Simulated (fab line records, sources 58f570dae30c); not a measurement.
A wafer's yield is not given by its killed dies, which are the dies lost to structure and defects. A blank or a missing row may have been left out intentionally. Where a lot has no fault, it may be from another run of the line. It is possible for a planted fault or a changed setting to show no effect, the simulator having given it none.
Split-lot experiment :: flow berkeleyCmos170 :: 5 lots, 23 wafers read, on a route of 331 steps

## THE SPLIT ITSELF
At UCB170_START_OXIDATION_02 (target thk 20 nm, ox time 1800 s), the setting oxTimeS was moved away from the recipe's 1800 s on 10 of the 23 wafers read, by -11.0% to +8.9%. All remaining wafers had this setting at the recipe value.

Split to reading: the file shows no intervening step.

## THE READING
START_OXIDE_THK, in nm, at UCB170_START_THK_MEAS_03. A value of 20.19 nm with a standard deviation of 0.26 nm is what fault-free wafers of this fab line usually give.

wafer: L074.1
tool, chamber at the split: -, -
oxTimeS as run, s: 1800
against the recipe: recipe
START_OXIDE_THK, nm: 20.45
against lot-mates on the recipe: -

wafer: L074.3
tool, chamber at the split: -, -
oxTimeS as run, s: 1800
against the recipe: recipe
START_OXIDE_THK, nm: 20.12
against lot-mates on the recipe: -

wafer: L074.4
tool, chamber at the split: -, -
oxTimeS as run, s: 1800
against the recipe: recipe
START_OXIDE_THK, nm: 20.00
against lot-mates on the recipe: -

wafer: L074.5
tool, chamber at the split: -, -
oxTimeS as run, s: 1800
against the recipe: recipe
START_OXIDE_THK, nm: 20.22
against lot-mates on the recipe: -

wafer: L074.6
tool, chamber at the split: -, -
oxTimeS as run, s: 1800
against the recipe: recipe
START_OXIDE_THK, nm: 19.91
against lot-mates on the recipe: -

wafer: L076.1
tool, chamber at the split: -, -
oxTimeS as run, s: 1800
against the recipe: recipe
START_OXIDE_THK, nm: 20.30
against lot-mates on the recipe: -

wafer: L076.2
tool, chamber at the split: -, -
oxTimeS as run, s: 1800
against the recipe: recipe
START_OXIDE_THK, nm: 20.05
against lot-mates on the recipe: -

wafer: L076.4
tool, chamber at the split: -, -
oxTimeS as run, s: 1800
against the recipe: recipe
START_OXIDE_THK, nm: 19.90
against lot-mates on the recipe: -

wafer: L076.5
tool, chamber at the split: -, -
oxTimeS as run, s: 1800
against the recipe: recipe
START_OXIDE_THK, nm: 19.95
against lot-mates on the recipe: -

wafer: L076.6
tool, chamber at the split: -, -
oxTimeS as run, s: 1800
against the recipe: recipe
START_OXIDE_THK, nm: 20.14
against lot-mates on the recipe: -

wafer: L077.1
tool, chamber at the split: -, -
oxTimeS as run, s: 1602
against the recipe: -11.0%
START_OXIDE_THK, nm: 18.70
against lot-mates on the recipe: no lot-mate on the recipe

wafer: L077.3
tool, chamber at the split: -, -
oxTimeS as run, s: 1602
against the recipe: -11.0%
START_OXIDE_THK, nm: 19.14
against lot-mates on the recipe: no lot-mate on the recipe

wafer: L077.4
tool, chamber at the split: -, -
oxTimeS as run, s: 1602
against the recipe: -11.0%
START_OXIDE_THK, nm: 18.93
against lot-mates on the recipe: no lot-mate on the recipe

wafer: L077.5
tool, chamber at the split: -, -
oxTimeS as run, s: 1602
against the recipe: -11.0%
START_OXIDE_THK, nm: 18.94
against lot-mates on the recipe: no lot-mate on the recipe

wafer: L077.6
tool, chamber at the split: -, -
oxTimeS as run, s: 1602
against the recipe: -11.0%
START_OXIDE_THK, nm: 19.11
against lot-mates on the recipe: no lot-mate on the recipe

wafer: L080.1
tool, chamber at the split: -, -
oxTimeS as run, s: 1960
against the recipe: +8.9%
START_OXIDE_THK, nm: 21.25
against lot-mates on the recipe: no lot-mate on the recipe

wafer: L080.2
tool, chamber at the split: -, -
oxTimeS as run, s: 1960
against the recipe: +8.9%
START_OXIDE_THK, nm: 21.47
against lot-mates on the recipe: no lot-mate on the recipe

wafer: L080.4
tool, chamber at the split: -, -
oxTimeS as run, s: 1960
against the recipe: +8.9%
START_OXIDE_THK, nm: 21.34
against lot-mates on the recipe: no lot-mate on the recipe

wafer: L080.5
tool, chamber at the split: -, -
oxTimeS as run, s: 1960
against the recipe: +8.9%
START_OXIDE_THK, nm: 21.41
against lot-mates on the recipe: no lot-mate on the recipe

wafer: L080.6
tool, chamber at the split: -, -
oxTimeS as run, s: 1960
against the recipe: +8.9%
START_OXIDE_THK, nm: 21.42
against lot-mates on the recipe: no lot-mate on the recipe

wafer: L085.1
tool, chamber at the split: furnace-04, 0
oxTimeS as run, s: 1800
against the recipe: recipe
START_OXIDE_THK, nm: 20.19
against lot-mates on the recipe: -

wafer: L085.4
tool, chamber at the split: furnace-04, 0
oxTimeS as run, s: 1800
against the recipe: recipe
START_OXIDE_THK, nm: 20.51
against lot-mates on the recipe: -

wafer: L085.5
tool, chamber at the split: furnace-04, 0
oxTimeS as run, s: 1800
against the recipe: recipe
START_OXIDE_THK, nm: 20.44
against lot-mates on the recipe: -

FIT RESULTS
A straight line over all 23 wafers: START_OXIDE_THK changes by +0.121 nm for each +1% of oxTimeS; r = +0.97; the points scatter about the line by 0.19 nm.
Too few moved wafers have a lot-mate on the recipe to fit a line with each lot's own level taken away.

## THE WHOLE CHAIN: every reading that the file lists as answering this split, in the file's order
step: UCB170_START_OXIDATION_02
what it does: target thk 20 nm, ox time 1800 s
reading: SiO2_of_START_OXIDATION_02.thkNm (the simulator's own value, which no gauge read)
change (the file's fit): +0.121 nm for each +1% of the setting
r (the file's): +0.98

step: UCB170_START_THK_MEAS_03
what it does: 
reading: START_OXIDE_THK
change (the file's fit): +0.121 for each +1% of the setting
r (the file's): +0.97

## THE FILE'S OWN FIT
START_OXIDE_THK changes by +0.121 nm for each +1% of oxTimeS, r = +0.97.
